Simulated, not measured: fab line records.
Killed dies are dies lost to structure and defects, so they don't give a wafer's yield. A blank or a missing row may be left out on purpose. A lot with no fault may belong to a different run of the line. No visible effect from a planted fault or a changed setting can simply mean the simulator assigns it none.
Comparing a struck lot with a sound one -- flow rit-cmos -- 27 out of 202 route steps
Sound: these wafers, L212.3, L212.5, L212.6. The struck wafers were L229.2, L229.4, L229.5. At the end, the cause is stated.
For every step that has rows: the tool of each side, followed by ch and its chambers, followed by its first start. Under that, the readings that differ: sound wafers -- struck wafers -- difference of the means -- sigmas: that difference in standard deviations of wafers without a fault.
alike: same words and numbers on both sides, and readings whose means sit less than 2 such deviations apart. not compared: any withheld reading, any reading some wafer has no value for, any bound like >300 that may hide the same value, and any number with overlapping values for which the record gives no deviation.
The two part at a step that has a row with sigmas, a row that says differs or no value, or rows on one side only. Numbers that don't overlap but have no deviation are shown without sigmas and don't part them. A reading missing from all wafers of one side parts the sides only when that side holds two or more wafers.

RIT_ACTIVE_BOW_MEAS_00:
  struck on film-metro-04, day 4 23:01; sound on film-metro-03, day 1 10:02
  alike: INCOMING_BOW
RIT_ACTIVE_OXIDATION_01: target thk 46.8 nm, ox time 3360 s.
  sound on furnace-03 ch 0, day 1 11:11; struck on furnace-01 ch 0, day 5 00:17
reading,sound,struck,difference,sigmas
spike-tc-centre-C (C),1003.7 1003.4 1004.1,1013.3 1011.4 1014.9,+9.5,+7
spike-tc-load-C (C),1025 1027 1026,1043 1043 1044,+17,+4
spike-tc-source-C (C),1029.6 1029.4 1028.4,1038.6 1039.4 1040.7,+10.4,+5
zone-power-source-pct (%),36.9 36.5 35.7,38.4 37.6 37.4,+1.4,+3
model.SiO2_of_ACTIVE_OXIDATION_01.thk-nm (nm),44.42 44.7 44.06,52.56 51.31 52.06,+7.58,
  alike: tube-center-temp-C
RIT_ACTIVE_THK_MEAS_02:
  struck on film-metro-03, day 5 02:28; sound on film-metro-01, day 1 13:08
reading,sound,struck,difference,sigmas
ACTIVE_OXIDE_THK (nm),44.4 44.7 44.1,52.6 51.3 52.1,+7.6,+8
  not compared: hold
RIT_ACTIVE_THK_MEAS_04:
  struck on film-metro-01, day 5 06:45; sound on film-metro-04, day 1 14:37
reading,sound,struck,difference,sigmas
ACTIVE_NITRIDE_THK (nm),149.7 150.0 149.7,152.4 151.6 152.0,+2.2,+2
then, 6 steps without rows for these wafers: RIT_ACTIVE_HMDS_05 (prime time 60 s); RIT_ACTIVE_COAT_06 (resist thk 1000 nm); RIT_ACTIVE_SOFTBAKE_07 (time 60 s); RIT_ACTIVE_EXPOSE_08 (exposes mask M1, target cd 1400 nm); RIT_ACTIVE_PEB_09; RIT_ACTIVE_DEVELOP_10 (develop time 50 s).
RIT_ACTIVE_CD_MEAS_11: target cd 1400 nm.
  struck on cd-sem-02, day 5 08:16; sound on cd-sem-01, day 1 15:40
  alike: cd-nm
then, 1 step without rows for these wafers: RIT_ACTIVE_HARDBAKE_12 (time 60 s).
RIT_ACTIVE_ETCH_13: etches Si3N4 in SF6, stops on SiO2, time 210 s, target depth 210 nm.
  sound on rie-diel-02 ch 0,1, day 1 15:54; struck on rie-diel-02 ch 0,2,3, day 5 08:38
  alike: drypump-motor-current-A, oes-product-au, throttle-valve-pct
  not compared: rf-hours-counter-h
RIT_ACTIVE_STRIP_14: strips in O2, time 180 s.
  sound on plasma-asher-03 ch 0,1, day 1 16:05; struck on plasma-asher-03 ch 0,1, day 5 09:05
  alike: drypump-motor-current-A, o2-flow-sccm
  not compared: rf-hours-counter-h
RIT_ACTIVE_CD_MEAS_90: target cd 1400 nm.
  struck on cd-sem-02, day 5 09:23; sound on cd-sem-02, day 1 16:14
  alike: cd-nm
then, 4 steps without rows for these wafers: RIT_ACTIVE_CLEAN_15 (cleans in SC1, time 600 s); RIT_ACTIVE_CLEAN_16 (cleans in dHF, time 30 s); RIT_ACTIVE_CLEAN_17 (cleans in SC2, time 600 s); RIT_FOX1_OXIDATION_00 (target thk 350.7 nm, ox time 1130 s).
RIT_FOX1_THK_MEAS_01:
  struck on film-metro-02, day 5 11:19; sound on film-metro-04, day 1 19:19
  alike: FOX1_OXIDE_THK
then, 2 steps without rows for these wafers: RIT_FOX1_WET_ETCH_02 (etches SiO2 in BOE, target depth 350 nm, time 390 s); RIT_FOX2_OXIDATION_00 (target thk 350.7 nm, ox time 1130 s).
RIT_FOX2_THK_MEAS_01:
  struck on film-metro-03, day 5 13:15; sound on film-metro-02, day 1 20:49
  alike: FOX2_OXIDE_THK
then, 1 step without rows for these wafers: RIT_FOX2_CLEAN_02 (cleans in dHF, time 180 s).
RIT_FOX2_WET_ETCH_03: etches Si3N4 in H3PO4, target depth 195 nm, time 2700 s.
  sound on wet-bench-03 ch 1, day 1 20:55; struck on wet-bench-01 ch 1, day 5 13:25
reading,sound,struck,difference,sigmas
model.SiO2_of_ACTIVE_OXIDATION_01.thk-nm (nm),39.51 39.77 39.2,44.66 45.68 45.57,+5.81,
  alike: bath-guard-temp-C
RIT_FOX2_THK_MEAS_90:
  struck on film-metro-02, day 5 14:17; sound on film-metro-02, day 1 21:41
  alike: FIELD_OXIDE_LEFT_1_THK
RIT_M1_PROBE_99:
  the record has rows for the struck wafers here (prober-01, day 7 06:32) and none for the sound ones

## WHERE THEY PART
Last at RIT_M1_PROBE_99 as far as this record goes, first at RIT_ACTIVE_OXIDATION_01.

WHY: the cause the simulator had injected
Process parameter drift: furnace-01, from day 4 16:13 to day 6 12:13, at RIT_ACTIVE_OXIDATION_01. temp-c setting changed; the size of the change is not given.
